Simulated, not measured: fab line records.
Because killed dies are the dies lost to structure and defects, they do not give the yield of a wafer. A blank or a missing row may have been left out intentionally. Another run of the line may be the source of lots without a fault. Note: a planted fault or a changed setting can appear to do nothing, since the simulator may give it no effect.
fab line records | flow berkeley_cmos170
record lots=14 | wafers=42 | last_day=13
route steps=331 shown M3@327
lots with no fault: from the same line, run without faults
start_h: hours from the record's opening day to when the first of the lot's shown wafers began | wait_h: time in hours since the lot's previous step | " same as the row above | L1.1+2: several wafers, shown together as one row | - no value, or no start given | * or withheld: withheld | < > ~ a bound
route shown NAME@n: a module of which the file shows steps, and the number in the route of the first | usual: mean/standard deviation of fault-free wafers | same: alike in all rows | chamber/n: place in a boat | sites: readings site by site | _std_site: standard deviation across them | _edge_site: mean of outer sites minus mean of inner sites | radius_mm: for every site, how far away it sits from the centre of the wafer | mask NAME#n: copy n | behind: the most recent tool/chamber to have shaped the wafer | hold: why the lot was held/for how many hours/how that ended | device: whichever transistor did not switch (one of n, p or np) | end of line: tests run on the same wafers once the route is complete | where a step has no rows: the recipe by itself | killed: count of dies lost to structure and defects at first sort (not the wafer's yield) | map: a wafer's dies, marking killed ones x, the rest . and places with no die _
set.NAME: the setting that was run; set.NAME@STEP: the one run at that earlier step | model.NAME: the simulator's own value behind a step, which no gauge read
a sample of lots followed through the steps of the route, with each step as a table and each wafer as a row
services: from which hour (start_h, from the record's first day; less than 0 if before it) a tool's chamber was out of use, for how many hours, and why
## steps
# step UCB170_M3_METAL_ETCH_18
# recipe chemistry=Cl2/BCl3 | target=Al | stop_on=SiO2 | pressure_mtorr=12 | target_depth_a=11700 | over_etch_frac=0.3 | time_s=195 | icp_w=600 | bias_w=120 | Cl2_flow_sccm=90 | bcl3_flow_sccm=45
# usual bias_w=120.0/0.35 | drypump_motor_current_A=5.7/0.47 | mfc_cl2_sccm=90.01/0.29 | oes_product_au=0.856/0.0097 | throttle_valve_pct=24.39/0.23
lot.wafer | tool         | chamber | start_h | wait_h | bias_w | drypump_motor_current_A | mfc_cl2_sccm | oes_product_au | rf_hours_counter_h | throttle_valve_pct
L787.1    | rie_metal-04 | 0       | 201.32  | -      | 120.3  | 5.6                     | 89.85        | 0.869          | 5                  | 24.41
L787.3    | "            | 1       | "       | "      | 119.6  | 5.0                     | 90.47        | 0.861          | -                  | 24.08
L787.5    | "            | 1       | "       | "      | 120.3  | 5.0                     | 90.02        | 0.856          | -                  | 24.08
L786.1    | rie_metal-03 | 1       | 202.47  | -      | 120.4  | 5.7                     | 89.71        | 0.866          | 7                  | 24.55
L786.4    | "            | 0       | "       | "      | 119.8  | 5.5                     | 89.84        | 0.861          | -                  | 24.12
L786.6    | "            | 1       | "       | "      | 120.1  | 5.7                     | 90.55        | 0.871          | -                  | 24.54
L788.1    | rie_metal-02 | 1       | 207.21  | -      | 120.0  | 6.0                     | 89.78        | 0.849          | 1                  | 24.70
L788.3    | "            | 0       | "       | "      | 120.5  | 6.6                     | 90.29        | 0.850          | -                  | 24.35
L788.5    | "            | 0       | "       | "      | 119.6  | 6.6                     | 90.42        | 0.859          | -                  | 24.33
L789.4    | rie_metal-04 | 1       | 213.00  | -      | 120.3  | 5.0                     | 89.89        | 0.866          | -                  | 24.09
L789.5    | "            | 1       | "       | "      | 119.7  | 5.0                     | 89.94        | 0.872          | -                  | 24.08
L789.6    | "            | 0       | "       | "      | 119.4  | 5.6                     | 90.25        | 0.849          | -                  | 24.42
L790.1    | rie_metal-03 | 0       | 216.18  | -      | 119.8  | 5.5                     | 89.03        | 0.863          | 9                  | 24.13
L790.4    | "            | 1       | "       | "      | 119.9  | 5.7                     | 90.59        | 0.872          | -                  | 24.55
L790.5    | "            | 1       | "       | "      | 120.5  | 5.7                     | 90.32        | 0.871          | -                  | 24.56
L794.2    | rie_metal-04 | 0       | 230.32  | -      | 120.0  | 5.6                     | 90.15        | 0.849          | 6                  | 24.42
L794.5    | "            | 1       | "       | "      | 120.3  | 5.0                     | 89.58        | 0.849          | -                  | 24.08
L794.6    | "            | 0       | "       | "      | 119.5  | 5.6                     | 90.10        | 0.844          | -                  | 24.42
L796.2    | rie_metal-04 | 0       | 242.74  | -      | 120.1  | 5.6                     | 90.18        | 0.865          | 7                  | 24.42
L796.4    | "            | 0       | "       | "      | 120.2  | 5.6                     | 89.88        | 0.854          | -                  | 24.40
L796.6    | "            | 1       | "       | "      | 120.1  | 5.0                     | 89.77        | 0.853          | -                  | 24.10
L799.2    | rie_metal-02 | 0       | 251.59  | -      | 120.0  | 6.5                     | 89.84        | 0.853          | 0                  | 24.30
L799.3    | "            | 1       | "       | "      | 119.7  | 6.0                     | 90.31        | 0.856          | -                  | 24.70
L799.6    | "            | 1       | "       | "      | 119.9  | 6.0                     | 89.91        | 0.854          | -                  | 24.69
L800.1    | rie_metal-03 | 1       | 261.61  | -      | 119.5  | 5.7                     | 90.84        | 0.851          | 9                  | 24.59
L800.3    | "            | 1       | "       | "      | 120.0  | 5.7                     | 90.49        | 0.860          | -                  | 24.58
L800.6    | "            | 1       | "       | "      | 119.6  | 5.7                     | 90.12        | 0.863          | -                  | 24.55
L806.1    | rie_metal-02 | 1       | 282.80  | -      | 120.1  | 6.0                     | 90.23        | 0.845          | 4                  | 24.70
L806.2    | "            | 0       | "       | "      | 120.4  | 6.5                     | 89.91        | 0.840          | 1                  | 24.32
L806.6    | "            | 1       | "       | "      | 120.1  | 6.0                     | 90.38        | 0.841          | -                  | 24.71
L805.1    | rie_metal-02 | 0       | 286.60  | -      | 120.1  | 6.5                     | 90.10        | 0.840          | 1                  | 24.31
L805.2    | "            | 1       | "       | "      | 120.2  | 6.0                     | 89.95        | 0.860          | 4                  | 24.70
L805.6    | "            | 1       | "       | "      | 119.7  | 6.0                     | 89.64        | 0.847          | -                  | 24.68
L807.1    | rie_metal-02 | 0       | 302.09  | -      | 119.5  | 6.5                     | 89.79        | 0.847          | 2                  | 24.30
L807.2    | "            | 1       | "       | "      | 120.4  | 6.0                     | 89.65        | 0.849          | 4                  | 24.71
L807.3    | "            | 1       | "       | "      | 120.1  | 6.0                     | 89.84        | 0.852          | -                  | 24.70
L809.3    | rie_metal-04 | 0       | 310.81  | -      | 120.2  | 5.6                     | 90.36        | 0.865          | -                  | 24.41
L809.5    | "            | 0       | "       | "      | 119.9  | 5.6                     | 90.00        | 0.854          | -                  | 24.41
L809.6    | "            | 1       | "       | "      | 120.4  | 5.0                     | 90.02        | 0.861          | -                  | 24.05
L808.1    | rie_metal-02 | 1       | 315.81  | -      | 120.0  | 6.0                     | 90.43        | 0.839          | 5                  | 24.71
L808.2    | "            | 0       | "       | "      | 119.4  | 6.6                     | 89.84        | 0.841          | 2                  | 24.32
L808.6    | "            | 1       | "       | "      | 120.4  | 6.0                     | 89.72        | 0.845          | -                  | 24.70
# step UCB170_M3_STRIP_19
# recipe chemistry=O2 | power_w=400 | pressure_mtorr=3500 | platen_temp_c=withheld | o2_flow_sccm=400 | overash_fraction=0.5
# usual drypump_motor_current_A=5.6/0.38 | oes_product_au=0.547/0.014
lot.wafer | tool            | chamber | start_h | wait_h | drypump_motor_current_A | oes_product_au | rf_hours_counter_h
L787.1    | plasma_asher-03 | 0       | 201.50  | 0.1    | 5.2                     | 0.545          | 41
L787.3    | "               | 1       | "       | "      | 5.5                     | 0.538          | -
L787.5    | "               | 1       | "       | "      | 5.5                     | 0.539          | -
L786.1    | plasma_asher-01 | 1       | 202.66  | 0.1    | 6.3                     | 0.570          | 48
L786.4    | "               | 0       | "       | "      | 5.6                     | 0.569          | -
L786.6    | "               | 1       | "       | "      | 6.3                     | 0.568          | -
L788.1    | plasma_asher-03 | 1       | 207.40  | 0.1    | 5.5                     | 0.544          | 42
L788.3    | "               | 0       | "       | "      | 5.2                     | 0.532          | -
L788.5    | "               | 1       | "       | "      | 5.5                     | 0.550          | -
L789.4    | plasma_asher-03 | 0       | 213.16  | 0.1    | 5.2                     | 0.546          | -
L789.5    | "               | 0       | "       | "      | 5.2                     | 0.552          | -
L789.6    | "               | 1       | "       | "      | 5.5                     | 0.548          | -
L790.1    | plasma_asher-02 | 0       | 216.37  | 0.1    | 6.1                     | 0.562          | 48
L790.4    | "               | 1       | "       | "      | 5.4                     | 0.573          | -
L790.5    | "               | 1       | "       | "      | 5.3                     | 0.560          | -
L794.2    | plasma_asher-03 | 0       | 230.51  | 0.1    | 5.2                     | 0.542          | 45
L794.5    | "               | 0       | "       | "      | 5.2                     | 0.667          | -
L794.6    | "               | 1       | "       | "      | 5.5                     | 0.543          | -
L796.2    | plasma_asher-01 | 0       | 242.99  | 0.2    | 5.6                     | 0.541          | 53
L796.4    | "               | 1       | "       | "      | 6.3                     | 0.539          | -
L796.6    | "               | 0       | "       | "      | 5.6                     | 0.680          | -
L799.2    | plasma_asher-02 | 1       | 251.78  | 0.1    | 5.4                     | 0.541          | 51
L799.3    | "               | 1       | "       | "      | 5.4                     | 0.540          | -
L799.6    | "               | 1       | "       | "      | 5.4                     | 0.535          | -
L800.1    | plasma_asher-01 | 0       | 261.80  | 0.1    | 5.6                     | 0.574          | 55
L800.3    | "               | 0       | "       | "      | 5.6                     | 0.579          | -
L800.6    | "               | 0       | "       | "      | 5.6                     | 0.568          | -
L806.1    | plasma_asher-01 | 1       | 282.99  | 0.1    | 6.3                     | 0.544          | 57
L806.2    | "               | 0       | "       | "      | 5.6                     | 0.552          | 57
L806.6    | "               | 1       | "       | "      | 6.3                     | 0.547          | -
L805.1    | plasma_asher-02 | 0       | 286.79  | 0.1    | 6.2                     | 0.542          | 56
L805.2    | "               | 1       | "       | "      | 5.3                     | 0.540          | 56
L805.6    | "               | 0       | "       | "      | 6.1                     | 0.537          | -
L807.1    | plasma_asher-03 | 1       | 302.27  | 0.1    | 5.5                     | 0.547          | 53
L807.2    | "               | 0       | "       | "      | 5.2                     | 0.551          | 53
L807.3    | "               | 0       | "       | "      | 5.2                     | 0.540          | -
L809.3    | plasma_asher-03 | 1       | 310.97  | 0.1    | 5.5                     | 0.547          | -
L809.5    | "               | 1       | "       | "      | 5.5                     | 0.549          | -
L809.6    | "               | 0       | "       | "      | 5.2                     | 0.573          | -
L808.1    | plasma_asher-02 | 1       | 315.99  | 0.1    | 5.4                     | 0.546          | 60
L808.2    | "               | 0       | "       | "      | 6.1                     | 0.545          | 60
L808.6    | "               | 0       | "       | "      | 6.1                     | 0.548          | -
## services
tool            | chamber | start_h | hours | kind
plasma_asher-02 | -       | 196.50  | 2.8   | pm
rie_metal-02    | 0       | 207.56  | -     | clean
rie_metal-02    | 0       | 207.56  | 28.7  | scheduled_down
rie_metal-02    | 0       | 207.56  | 28.7  | vent_cycle
plasma_asher-01 | -       | 225.93  | 0.7   | repair
rie_metal-03    | 0       | 249.80  | 3.8   | repair
rie_metal-04    | 1       | 290.18  | -     | clean
rie_metal-04    | 1       | 290.18  | 19.2  | scheduled_down
rie_metal-04    | 1       | 290.18  | 19.2  | vent_cycle
## key
first_sign step=UCB170_M3_STRIP_19 | reading=oes_product_au | direction=up | sigmas=9.1 | usual=0.547 | struck=0.673
effect none on later readings
met_at UCB170_M3_METAL_ETCH_18
struck_lots L794,L796
struck_wafers L794.5,L796.6
sort_left_out L796.6
onset_between 213.00 230.32
fault kind=process_parameter_drift | tool=rie_metal-04 | chamber=1 | onset_h=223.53 | steps=UCB170_M3_METAL_ETCH_18 | channel=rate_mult | offset=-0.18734 | shape=step | end_h=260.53
# sort_left_out: the simulated sort isn't trusted on such a fault, so these wafers' sort isn't shown, and their yield isn't known
